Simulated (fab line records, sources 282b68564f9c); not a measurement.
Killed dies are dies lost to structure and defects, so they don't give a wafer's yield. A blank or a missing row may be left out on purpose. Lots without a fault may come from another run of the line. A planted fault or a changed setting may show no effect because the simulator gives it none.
Problem report in the 8D (eight disciplines) form, filled by code | flow rit_cmos | the parts of the form that need people (team, actions taken, sign-off) are left out

1. THE PROBLEM
SILICIDE_TI_RS at RIT_SILICIDE_RS_MEAS_02 reads a mean of 53.3 ohm/sq on 1 wafer of 1 lot; wafers without a fault read 47.9 ohm/sq with a standard deviation of 0.69. That is +7.8 standard deviations from the usual mean.
The step: measures by four-point-probe.
First seen on wafer L757.6, day 5 00:40, on film_metro-04. The record holds 39 wafers of 13 lots with a number at this step. Rule for "out", or "out of limits": more than 4 standard deviations from the usual mean. The other wafers with a number count as sound.

2. WHAT IT IS AND WHAT IT IS NOT
question                    | is               | is not
which readings at this step | SILICIDE_TI_RS   | -
which lots                  | L757             | L748, L749, L750, L752, L753, L754, L755, L756, L763, L764, L766, L770
which wafers of those lots  | L757.6           | L757.1, L757.2
read on which gauges        | film_metro-04    | film_metro-01, film_metro-02
when                        | from day 5 00:40 | up to then (26 sound wafers); but 12 sound wafers of L763, L764, L766, L770 came after

3. SUSPECTS, AND WHAT RULES EACH OUT
Counting: a tool at a process step up to the reading stays a suspect if it ran every lot that is out. Sound lots after the first of them don't rule it out here, since some wafers of a struck lot are sound.
- the gauge at RIT_SILICIDE_RS_MEAS_02: ruled out. All the wafers that are out were read on film_metro-04, but those of them that RIT_SILICIDE_SPUTTER_01 has rows for are out there too, on other tools.
- pvd_sputter-01 at RIT_SILICIDE_SPUTTER_01 (material Ti, target thk 30 nm, time 240 s): kept. It ran the lot that is out, L757 (day 5 00:31); its last sound lot up to then is L753 (day 4 07:51). Its own readings are out on those wafers: chamber_pressure_pa.
Left after counting: pvd_sputter-01 at RIT_SILICIDE_SPUTTER_01.

4. THE CAUSE (what the simulator had put in)
Process parameter drift: pvd_sputter-01, from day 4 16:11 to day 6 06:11, at RIT_SILICIDE_SPUTTER_01. Setting chamber_pressure_pa, moved by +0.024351, from 0.667. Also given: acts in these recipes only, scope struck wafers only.
Counting left only this tool.

5. THE CHAIN OF EFFECTS, in route order
Each row: a reading whose mean over the struck wafers that have a number lies more than 3 standard deviations from the usual. Only readings for which the record gives a usual standard deviation are gone through. hours: the time from each lot's start at the first step in this table that gives one to its start at this step, as a median over the lots. sigmas: the change in usual standard deviations.
hours | step                    | reading             | usual       | on struck wafers | change  | sigmas
0     | RIT_SILICIDE_SPUTTER_01 | chamber_pressure_pa | 0.6670 Pa   | 0.6900           | +0.0230 | +16
0     | RIT_SILICIDE_RS_MEAS_02 | SILICIDE_TI_RS      | 47.9 ohm/sq | 53.3             | +5.4    | +7.8
The process steps in it:
- RIT_SILICIDE_SPUTTER_01: material Ti, target thk 30 nm, time 240 s.

6. WHAT WOULD HAVE CAUGHT IT SOONER
In this record the first reading out of limits at a measuring or inspecting step was taken at day 5 00:40, 8 hours after the fault began at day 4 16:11.
The tool's own readings at RIT_SILICIDE_SPUTTER_01 were out on every struck wafer that the step has a row for (chamber_pressure_pa): an alarm limit on them would have fired on the first of those.
All the lots that are out (1) had begun RIT_SILICIDE_SPUTTER_01 on pvd_sputter-01 by day 5 00:40. A hold on the tool at that time would have spared none of them.
